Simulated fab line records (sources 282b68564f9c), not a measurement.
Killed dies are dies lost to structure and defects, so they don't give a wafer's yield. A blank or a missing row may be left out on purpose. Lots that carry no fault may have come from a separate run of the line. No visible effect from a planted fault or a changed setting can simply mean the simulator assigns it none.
8D (eight disciplines) problem report, filled in by code | flow ritCmos | the parts of the form that need people (team, actions taken, sign-off) are left out

== 1. THE ISSUE ==
Wafers with no fault read 259.99 mTorr with a standard deviation of 0.26, whereas chamberPressureMTorr at RIT_ACTIVE_ETCH_13 reads a mean of 130.14 mTorr on 1 wafer of 1 lot. That is -99 or more standard deviations from the usual mean.
The step: etches Si3N4 in SF6, stops on SiO2, time 210 s, target depth 210 nm.
The first sign was on wafer L875.2 at day 5 11:31, on rieDiel-04. At this step, 15 wafers from 5 lots have a number in the record. The rule behind "out" and "out of limits": a value lying over 4 standard deviations away from the usual mean. The rest of the wafers with a number are treated as sound.

== 2. WHAT IT IS; WHAT IT IS NOT ==
question                    | is                   | is not
which readings at this step | chamberPressureMTorr | drypumpMotorCurrentA, oesProductAu, throttleValvePct
which lots                  | L875                 | L859, L863, L878, L879
which wafers of those lots  | L875.2               | L875.1, L875.5
read on which tools         | rieDiel-04           | rieDiel-02, rieDiel-03
when                        | from day 5 11:31     | up to then (8 sound wafers); but 6 sound wafers of L878, L879 came after

== 3. THE SUSPECTS, EACH WITH WHAT RULES IT OUT ==
Counting: any tool at a process step up to the reading remains a suspect provided it ran every lot that is out. Sound lots after the first of them don't rule it out here, since some wafers of a struck lot are sound.
- rieDiel-04 at RIT_ACTIVE_ETCH_13 (etches Si3N4 in SF6, stops on SiO2, time 210 s, target depth 210 nm): kept. The lot that is out, L875, ran on it at day 5 11:31; the last sound lot it ran before that was L859, at day 2 02:17. Out on those wafers are its own readings of chamberPressureMTorr.
- At RIT_ACTIVE_ETCH_13, inside rieDiel-04: chamber 3 took the wafers that are out, while their sound lot-mates went through chambers 0, 2.
After counting, what remains is rieDiel-04 at RIT_ACTIVE_ETCH_13.

== 4. THE CAUSE (what the simulator had put in) ==
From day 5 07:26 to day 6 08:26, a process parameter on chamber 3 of rieDiel-04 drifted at RIT_ACTIVE_ETCH_13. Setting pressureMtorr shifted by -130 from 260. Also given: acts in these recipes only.
Counting left only this tool.

== 5. THE EFFECT CHAIN, in route order ==
One row per reading whose mean, taken over the struck wafers that have a number, lies over 3 standard deviations from the usual. Only readings whose record carries a usual standard deviation are examined. hours: median over the lots of the time between each lot's start at the first step of this table that gives one and its start at this step. sigmas: the change, counted in usual standard deviations.
hours | step               | reading              | usual        | on struck wafers | change  | sigmas
0     | RIT_ACTIVE_ETCH_13 | chamberPressureMTorr | 259.99 mTorr | 130.14           | -129.85 | -99 or more
Its process steps:
- RIT_ACTIVE_ETCH_13: etches Si3N4 in SF6, stops on SiO2, time 210 s, target depth 210 nm.

== 6. WHAT WOULD HAVE CAUGHT IT SOONER ==
The fault began at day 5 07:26; the first out-of-limits reading in this record came at day 5 11:31, 4 hours later.
